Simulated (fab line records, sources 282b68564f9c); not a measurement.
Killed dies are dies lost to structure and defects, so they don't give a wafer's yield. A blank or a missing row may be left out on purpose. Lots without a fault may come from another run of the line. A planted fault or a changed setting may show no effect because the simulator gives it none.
Split-lot experiment | flow rit_cmos | 3 lots, 13 wafers read, on a route of 202 steps

THE SPLIT
At RIT_FOX1_OXIDATION_00 (target thk 350.7 nm, ox time 1130 s), the setting temp_c was moved away from the recipe's 1100 C on 5 of the 13 wafers read, by +2.4%. The other wafers ran this setting at the recipe's value.

FROM THE SPLIT TO THE READING: what the file shows between them, 28 steps
- RIT_NWELL_COAT_01: resist thk 1300 nm (also split here: resist_thk_nm)
- RIT_NWELL_SOFTBAKE_02: time 60 s (also split here: time_s)
- RIT_NWELL_EXPOSE_03: exposes mask M2, target cd 43900 nm
- RIT_NWELL_PEB_04
- RIT_NWELL_DEVELOP_05: develop time 68 s
- RIT_NWELL_HARDBAKE_07: time 120 s
- RIT_NRETRO_COAT_01: resist thk 1300 nm (also split here: resist_thk_nm)
- RIT_PRETRO_COAT_01: resist thk 1300 nm (also split here: resist_thk_nm)
- RIT_PRETRO_SOFTBAKE_02: time 60 s
- RIT_PRETRO_EXPOSE_03: exposes mask M5, target cd 43700 nm
- RIT_PRETRO_DEVELOP_05: develop time 66.21 s
- RIT_PRETRO_HARDBAKE_07: time 120 s
- RIT_GATE_OXIDATION_05: target thk 3 nm, ox time 270 s (also split here: ox_time_s)
- RIT_GATE_ANNEAL_06: time 600 s
- RIT_GATE_THK_MEAS_07
- RIT_GATE_COAT_11: resist thk 850 nm (also split here: resist_thk_nm)
- RIT_GATE_SOFTBAKE_12: time 60 s
- RIT_GATE_EXPOSE_13: exposes mask M6, target cd 150 nm
- RIT_GATE_HARDBAKE_18: time 60 s
- RIT_GATE_ETCH_19: etches poly-Si in SF6/CHF3/O2, stops on SiO2, time 165 s, target depth 312.5 nm
- RIT_NLDD_SOFTBAKE_02: time 60 s (also split here: temp_c)
- RIT_NLDD_EXPOSE_03: exposes mask M7, target cd 40700 nm
- RIT_NLDD_PEB_04
- RIT_NLDD_DEVELOP_05: develop time 50 s
- RIT_SPACER_CVD_03: deposits Si3N4 from SiH2Cl2/NH3, target thk 250 nm, time 3300 s (also split here: temp_c)
- RIT_SPACER_THK_MEAS_04
- RIT_SPACER_ETCHBACK_05: etches Si3N4 in SF6/CHF3, stops on SiO2, target depth 250 nm, time 240 s
- RIT_NSD_IMPLANT_08 (also split here: energy_kev)

THE READING
etest.pmos_turned.r_on_ohm_um (the simulator's own value, which no gauge read), at RIT_M1_PROBE_99. The file gives no usual value for it. The 8 wafers here that ran the recipe average 3270, standard deviation 1e+02.

wafer  | tool, chamber at the split | temp_c as run, C | against the recipe | etest.pmos_turned.r_on_ohm_um | against lot-mates on the recipe
L074.1 | -, -                       | 1126             | +2.4%              | 3872                          | no lot-mate on the recipe
L074.2 | -, -                       | 1126             | +2.4%              | 3899                          | no lot-mate on the recipe
L074.4 | -, -                       | 1126             | +2.4%              | 3767                          | no lot-mate on the recipe
L074.5 | -, -                       | 1126             | +2.4%              | 4002                          | no lot-mate on the recipe
L074.6 | -, -                       | 1126             | +2.4%              | 3884                          | no lot-mate on the recipe
L077.2 | furnace-04, 0              | 1100             | recipe             | 3238                          | -
L077.4 | furnace-04, 0              | 1100             | recipe             | 3116                          | -
L077.5 | furnace-04, 0              | 1100             | recipe             | 3190                          | -
L080.1 | -, -                       | 1100             | recipe             | 3220                          | -
L080.2 | -, -                       | 1100             | recipe             | 3332                          | -
L080.3 | -, -                       | 1100             | recipe             | 3327                          | -
L080.4 | -, -                       | 1100             | recipe             | 3468                          | -
L080.5 | -, -                       | 1100             | recipe             | 3268                          | -

THE FIT
A straight line over all 13 wafers: etest.pmos_turned.r_on_ohm_um changes by +260 for each +1% of temp_c; r = +0.96; the points scatter about the line by 99.
Too few moved wafers have a lot-mate on the recipe to fit a line with each lot's own level taken away.

THE WHOLE CHAIN: every reading that the file lists as answering this split, in the file's order
step                  | what it does                        | reading                                                                           | change (the file's fit)              | r (the file's)
RIT_FOX1_OXIDATION_00 | target thk 350.7 nm, ox time 1130 s | SiO2_of_FOX1_OXIDATION_00.thk_nm (the simulator's own value, which no gauge read) | +13.3 nm for each +1% of the setting | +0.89
RIT_M1_PROBE_99       |                                     | etest.pmos_turned.r_on_ohm_um (the simulator's own value, which no gauge read)    | +260 for each +1% of the setting     | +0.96

THE FILE'S OWN FIT
etest.pmos_turned.r_on_ohm_um changes by +260 for each +1% of temp_c, r = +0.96.
